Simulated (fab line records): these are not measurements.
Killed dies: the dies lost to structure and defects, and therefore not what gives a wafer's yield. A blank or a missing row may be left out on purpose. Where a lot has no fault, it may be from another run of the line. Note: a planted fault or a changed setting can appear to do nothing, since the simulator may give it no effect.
A struck lot beside a sound one / flow berkeley_cmos170 / 31 out of 331 route steps
Sound: these wafers, L854.4, L854.5, L854.6. Wafers L863.2, L863.3, L863.6 were the ones struck. Last of all comes the cause.
Order at every step that has rows: each side's tool, ch and its chambers, its first start. Under that, the readings that differ: sound wafers / struck wafers / difference of the means / sigmas: that difference in standard deviations of wafers without a fault.
alike: a reading whose means differ by less than 2 such deviations, as well as words and numbers matching on both sides. not compared: withheld readings; readings where some wafer has no value; bounds like >300 that might hide an equal value; numbers whose values overlap and for which the record gives no deviation.
Wherever a step has rows on one side only, a row that says differs or no value, or a row with sigmas, the two part there. Numbers that don't overlap but have no deviation are shown without sigmas and don't part them. Lack of a reading on every wafer of one side parts them only where that side has two or more wafers.

first, 6 steps without rows for these wafers: UCB170_V1_HMDS_06 (prime time 60 s); UCB170_V1_COAT_07 (resist thk 900 nm); UCB170_V1_SOFTBAKE_08 (time 60 s); UCB170_V1_EXPOSE_09 (exposes mask VIA1, target cd 700 nm); UCB170_V1_PEB_10; UCB170_V1_DEVELOP_11 (develop time 45 s).
UCB170_V1_CD_MEAS_12: the cd target is 700 nm.
  sound on cd_sem-02, day 7 20:43; struck on cd_sem-01, day 9 22:15
  alike: cd_nm
UCB170_V1_OVL_MEAS_13:
  sound on overlay-01, day 7 20:48; struck on overlay-02, day 9 22:22
  alike: V1_OVL
UCB170_V1_ETCH_14: etches SiO2 in CHF3/CF4/Ar, stops on Al, target depth 1250 nm, time 291 s.
  sound on rie_diel-02 ch 0,2,3, day 7 20:55; struck on rie_diel-04 ch 0,1,2, day 9 22:23
  alike: chamber_pressure_mTorr, drypump_motor_current_A, oes_product_au, throttle_valve_pct
  not compared: rf_hours_counter_h
UCB170_V1_STRIP_15: strips in O2.
  sound on plasma_asher-04 ch 0,1, day 7 21:02; struck on plasma_asher-04 ch 0, day 9 22:34
  alike: chamber_pressure_mTorr, drypump_motor_current_A, oes_product_au, strip_time_to_endpoint_s
  not compared: rf_hours_counter_h
UCB170_V1_CD_MEAS_90: the cd target is 700 nm.
  sound on cd_sem-02, day 7 21:10; struck on cd_sem-02, day 9 22:41
  alike: cd_nm
then, 1 step without rows for these wafers: UCB170_M2_PRE_CLEAN_00 (preclean etch time 60 s).
UCB170_M2_SPUTTER_01: material Al, target thk 900 nm, time 120 s.
  sound on pvd_sputter-01, day 7 21:17; struck on pvd_sputter-04, day 9 23:07
  alike: throttle_valve_pct
UCB170_M2_RS_MEAS_02: measures by four-point-probe.
  sound on film_metro-01, day 7 21:26; struck on film_metro-04, day 9 23:19
reading=M2_AL_RS (ohm/sq); sound=0.0322 0.0326 0.03212; struck=0.01614 0.01601 0.01616; difference=-0.01620; sigmas=-60
UCB170_M2_THK_MEAS_03: measures by xrf.
  sound on film_metro-01, day 7 21:31; struck on film_metro-04, day 9 23:26
reading=M2_AL_THK (nm); sound=914 906 914; struck=1785 1801 1782; difference=+878; sigmas=+99 or more
then, 3 steps without rows for these wafers: UCB170_M2_HMDS_04 (prime time 60 s); UCB170_M2_COAT_05 (resist thk 900 nm); UCB170_M2_SOFTBAKE_06 (time 60 s).
UCB170_M2_STRIP_07: strips in O2.
  sound on plasma_asher-02 ch 0,1, day 7 22:02; struck on plasma_asher-03 ch 0,1, day 10 00:03
  alike: chamber_pressure_mTorr, drypump_motor_current_A, oes_product_au, strip_time_to_endpoint_s
  not compared: rf_hours_counter_h
then, 7 steps without rows for these wafers: UCB170_M2_STRIP_08 (strips KrF in DMSO, time 600 s); UCB170_M2_COAT_09; UCB170_M2_COAT_10 (resist thk 900 nm); UCB170_M2_SOFTBAKE_11 (time 60 s); UCB170_M2_EXPOSE_12 (exposes mask METAL2, target cd 700 nm); UCB170_M2_PEB_13; UCB170_M2_DEVELOP_14 (develop time 45 s).
UCB170_M2_CD_MEAS_15: the cd target is 700 nm.
  sound on cd_sem-01, day 7 23:22; struck on cd_sem-01, day 10 01:20
  alike: cd_nm
UCB170_M2_OVL_MEAS_16:
  sound on overlay-02, day 7 23:27; struck on overlay-02, day 10 01:26
  alike: M2_OVL
UCB170_M2_ETCH_17: etches BARC in N2/H2.
  sound on rie_diel-01 ch 0,3, day 7 23:28; struck on rie_diel-03 ch 2,3, day 10 01:28
  alike: chamber_pressure_mTorr, drypump_motor_current_A, oes_product_au, throttle_valve_pct
UCB170_M2_METAL_ETCH_18: etches Al in Cl2/BCl3, stops on SiO2, target depth 1170 nm, time 195 s.
  sound on rie_metal-04 ch 0,1, day 7 23:34; struck on rie_metal-03 ch 0,1, day 10 01:31
reading=oes_product_au (a.u.); sound=0.856 0.840 0.863; struck=0.962 1.015 1.013; difference=+0.144; sigmas=+8
reading=model.etch.depth_nm (nm); sound=898.2 888.6 900.7; struck=1165 1154 1161; difference=+264; sigmas=
reading=model.M2.feature_depth_nm (nm); sound=953.7 944.1 959.4; struck=1165 1154 1161; difference=+208; sigmas=
  alike: chamber_pressure_mTorr, drypump_motor_current_A, throttle_valve_pct
  not compared: rf_hours_counter_h
UCB170_M2_STRIP_19: strips in O2.
  sound on plasma_asher-02 ch 0,1, day 7 23:44; struck on plasma_asher-01 ch 0,1, day 10 01:41
  alike: chamber_pressure_mTorr, drypump_motor_current_A, oes_product_au
  not compared: rf_hours_counter_h

## WHERE THEY PART
At UCB170_M2_RS_MEAS_02 first; at UCB170_M2_METAL_ETCH_18 last (within this record only). Later steps at which nothing parts them and some readings are alike: UCB170_M2_STRIP_19.

WHY: what the simulator had put in
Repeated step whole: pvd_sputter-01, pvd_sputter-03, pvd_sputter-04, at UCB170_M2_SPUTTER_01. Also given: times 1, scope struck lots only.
